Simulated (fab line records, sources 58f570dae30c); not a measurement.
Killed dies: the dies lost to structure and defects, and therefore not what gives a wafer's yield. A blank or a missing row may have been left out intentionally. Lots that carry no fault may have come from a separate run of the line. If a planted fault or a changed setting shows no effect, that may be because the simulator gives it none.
Problem report, 8D (eight disciplines) form, completed by code    flow berkeley cmos170    the parts of the form that need people (team, actions taken, sign-off) are left out

1. THE ISSUE
Wafers without a fault read 0.5000 Pa, standard deviation 0.001; chamber pressure pa at UCB170_M3_SPUTTER_01 reads a mean of 0.5227 Pa on 6 wafers belonging to 2 lots. Measured from the usual mean, that is +23 standard deviations.
The step: material Al, target thk 900 nm, time 120 s.
First seen on wafer L526.2, day 11 06:03, on pvd sputter-01. At this step, 42 wafers from 14 lots have a number in the record. By rule, "out" or "out of limits" means more than 4 standard deviations away from the usual mean. The rest of the wafers with a number are treated as sound.

2. WHAT THIS IS AND IS NOT
question                     is                      is not
which readings at this step  chamber pressure pa     -
which lots                   L526, L530              L513, L514, L516, L517, L518, L519, L521, L522, L523, L525, L533, L534
which wafers of those lots   all that have a number  -
read on which tools          pvd sputter-01          pvd sputter-02, pvd sputter-04
when                         from day 11 06:03       up to then (30 sound wafers); but 6 sound wafers of L533, L534 came after

3. WHAT RULES OUT EACH SUSPECT
Counting: a tool at any process step up to the reading remains a suspect when it ran all the lots that are out and ran no sound lot after the first of those.
- pvd sputter-01 at UCB170_M3_SPUTTER_01 (material Al, target thk 900 nm, time 120 s): kept. It processed each lot that is out, first L526 at day 11 06:03, and no sound lot thereafter; up to then, the last sound lot it processed was L523 at day 10 10:53. Its own readings are out on those wafers: chamber pressure pa.
Left after counting: pvd sputter-01 at UCB170_M3_SPUTTER_01.

4. THE CAUSE (what the simulator had put in)
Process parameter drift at UCB170_M3_SPUTTER_01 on pvd sputter-01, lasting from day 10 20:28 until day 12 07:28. Setting chamber pressure pa, moved by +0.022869, from 0.5. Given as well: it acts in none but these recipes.
Counting left only this tool.

5. THE EFFECT CHAIN, in route order
Each row: a reading whose mean over the struck wafers that have a number lies more than 3 standard deviations from the usual. Scope: only readings with a usual standard deviation given in the record; hours: median across lots of the time from each lot's start at the first step in this table that gives one to its start at this step; sigmas: change in usual standard deviations.
hours  step                  reading              usual      on struck wafers  change   sigmas
0      UCB170_M3_SPUTTER_01  chamber pressure pa  0.5000 Pa  0.5227            +0.0227  +23
The process steps in it:
- UCB170_M3_SPUTTER_01: material Al, target thk 900 nm, time 120 s.

6. HOW IT WOULD HAVE BEEN CAUGHT EARLIER
First out-of-limits reading in this record: day 11 06:03, which is 10 hours after fault onset at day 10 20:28.
